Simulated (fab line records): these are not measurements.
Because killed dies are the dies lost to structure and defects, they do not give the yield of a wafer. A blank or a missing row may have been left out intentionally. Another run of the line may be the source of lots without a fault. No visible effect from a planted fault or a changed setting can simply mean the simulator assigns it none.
Split-lot study | flow rit cmos | 23 wafers read across 5 lots, on a route 202 steps long

ABOUT THE SPLIT
At RIT_ACTIVE_CVD_03 (deposits Si3N4 from SiH2Cl2/NH3, target thk 150 nm, time 1500 s), the setting sih2cl2 flow sccm was moved away from the recipe's 60 sccm on 15 of the 23 wafers read, by -14.9% to +10.0%. All remaining wafers had this setting at the recipe value.

The reading comes from the split's own step.

THE READING
Si3N4_of_ACTIVE_CVD_03.thk nm (the simulator's own value, which no gauge read), in nm, at RIT_ACTIVE_CVD_03 (deposits Si3N4 from SiH2Cl2/NH3, target thk 150 nm, time 1500 s). There is no usual value for it anywhere in the file. Across the 8 wafers here that went through the recipe, the average is 152.6 nm and the standard deviation 1.3 nm.

wafer  | tool, chamber at the split | sih2cl2 flow sccm as run, sccm | against the recipe | Si3N4_of_ACTIVE_CVD_03.thk nm, nm | against lot-mates on the recipe
L075.2 | lpcvd-01, 1                | 60                             | recipe             | 151                               | -
L075.5 | lpcvd-01, 1                | 60                             | recipe             | 150.7                             | -
L075.6 | lpcvd-01, 1                | 60                             | recipe             | 151.8                             | -
L077.2 | -, -                       | 60                             | recipe             | 154.5                             | -
L077.3 | -, -                       | 60                             | recipe             | 153.1                             | -
L077.4 | -, -                       | 60                             | recipe             | 153.8                             | -
L077.5 | -, -                       | 60                             | recipe             | 152.7                             | -
L077.6 | -, -                       | 60                             | recipe             | 153.5                             | -
L078.1 | -, -                       | 66                             | +10.0%             | 155                               | no lot-mate on the recipe
L078.3 | -, -                       | 66                             | +10.0%             | 154.6                             | no lot-mate on the recipe
L078.4 | -, -                       | 66                             | +10.0%             | 154.6                             | no lot-mate on the recipe
L078.5 | -, -                       | 66                             | +10.0%             | 154.9                             | no lot-mate on the recipe
L078.6 | -, -                       | 66                             | +10.0%             | 154.5                             | no lot-mate on the recipe
L081.1 | -, -                       | 65.23                          | +8.7%              | 152.9                             | no lot-mate on the recipe
L081.2 | -, -                       | 65.23                          | +8.7%              | 151.9                             | no lot-mate on the recipe
L081.3 | -, -                       | 65.23                          | +8.7%              | 151.4                             | no lot-mate on the recipe
L081.4 | -, -                       | 65.23                          | +8.7%              | 152.2                             | no lot-mate on the recipe
L081.6 | -, -                       | 65.23                          | +8.7%              | 152                               | no lot-mate on the recipe
L084.1 | -, -                       | 51.06                          | -14.9%             | 144.8                             | no lot-mate on the recipe
L084.2 | -, -                       | 51.06                          | -14.9%             | 144.8                             | no lot-mate on the recipe
L084.3 | -, -                       | 51.06                          | -14.9%             | 145.1                             | no lot-mate on the recipe
L084.5 | -, -                       | 51.06                          | -14.9%             | 144.5                             | no lot-mate on the recipe
L084.6 | -, -                       | 51.06                          | -14.9%             | 144.9                             | no lot-mate on the recipe

FIT RESULTS
A straight line over all 23 wafers: Si3N4_of_ACTIVE_CVD_03.thk nm changes by +0.349 nm for each +1% of sih2cl2 flow sccm; r = +0.89; the points scatter about the line by 1.7 nm.
Too few moved wafers with a lot-mate on the recipe to fit a line net of each lot's own level.

FILE'S OWN FIT
Si3N4_of_ACTIVE_CVD_03.thk nm changes by +0.348 nm for each +1% of sih2cl2 flow sccm, r = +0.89.
